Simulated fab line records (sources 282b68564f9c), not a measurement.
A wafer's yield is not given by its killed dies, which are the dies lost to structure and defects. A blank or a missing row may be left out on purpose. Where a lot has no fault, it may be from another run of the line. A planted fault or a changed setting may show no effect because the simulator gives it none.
8D (eight disciplines) problem report, filled in by code | flow rit-cmos | the parts of the form that need people (team, actions taken, sign-off) are left out

## 1. WHAT WENT WRONG
Mean of run-length-s at RIT_CONTACT_STRIP_12: 196.57 s across 9 wafers in 3 lots; on wafers with no fault it is 208.25 s (standard deviation 0.28). Relative to the usual mean, that is a shift of -42 standard deviations.
The step: strips in O2, time 180 s.
Seen first at day 5 16:14 on plasma-asher-03, wafer L541.1. The record has a number at this step for 45 wafers belonging to 15 lots. Rule for "out" (also "out of limits"): further than 4 standard deviations from the usual mean. The rest of the wafers with a number are treated as sound.

## 2. WHAT IT IS, WHAT IT ISN'T
question                    | is                     | is not
which readings at this step | run-length-s           | drypump-motor-current-A
which lots                  | L539, L541, L543       | L529, L530, L533, L534, L535, L537, L538, L540, L546, L547, L550, L551
which wafers of those lots  | all that have a number | -
read on which tools         | plasma-asher-03        | plasma-asher-01, plasma-asher-02
when                        | from day 5 16:14       | up to then (24 sound wafers); but 12 sound wafers of L546, L547, L550, L551 came after

## 3. THE SUSPECTS, EACH WITH WHAT RULES IT OUT
Counting: a tool at a process step up to the reading stays a suspect if it ran every lot that is out and no sound lot after the first of them.
- plasma-asher-03 at RIT_CONTACT_STRIP_12 (strips in O2, time 180 s): kept. It processed each lot that is out, first L541 at day 5 16:14, and no sound lot thereafter; up to then, the last sound lot it processed was L540 at day 5 13:25. Its own run-length-s readings are out on those wafers.
The count leaves plasma-asher-03 at RIT_CONTACT_STRIP_12.

## 4. THE CAUSE (what the simulator had put in)
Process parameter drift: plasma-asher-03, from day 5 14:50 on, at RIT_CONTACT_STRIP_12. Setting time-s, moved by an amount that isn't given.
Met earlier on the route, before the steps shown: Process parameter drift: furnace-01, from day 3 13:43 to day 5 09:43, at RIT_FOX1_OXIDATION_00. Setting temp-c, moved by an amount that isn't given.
Only this tool survived the counting.

## 5. THE CHAIN OF EFFECTS, in route order
Each row: a reading whose mean over the struck wafers that have a number lies more than 3 standard deviations from the usual. Only readings for which the record gives a usual standard deviation are gone through. hours: the time from each lot's start at the first step in this table that gives one to its start at this step, as a median over the lots. sigmas: the change in usual standard deviations.
hours | step                 | reading      | usual    | on struck wafers | change | sigmas
0     | RIT_CONTACT_STRIP_12 | run-length-s | 208.25 s | 196.57           | -11.68 | -42
It contains these process steps:
- RIT_CONTACT_STRIP_12: strips in O2, time 180 s.

## 6. HOW IT WOULD HAVE BEEN CAUGHT EARLIER
In this record the first reading out of limits was taken at day 5 16:14, 1 hour after the fault began at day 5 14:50.
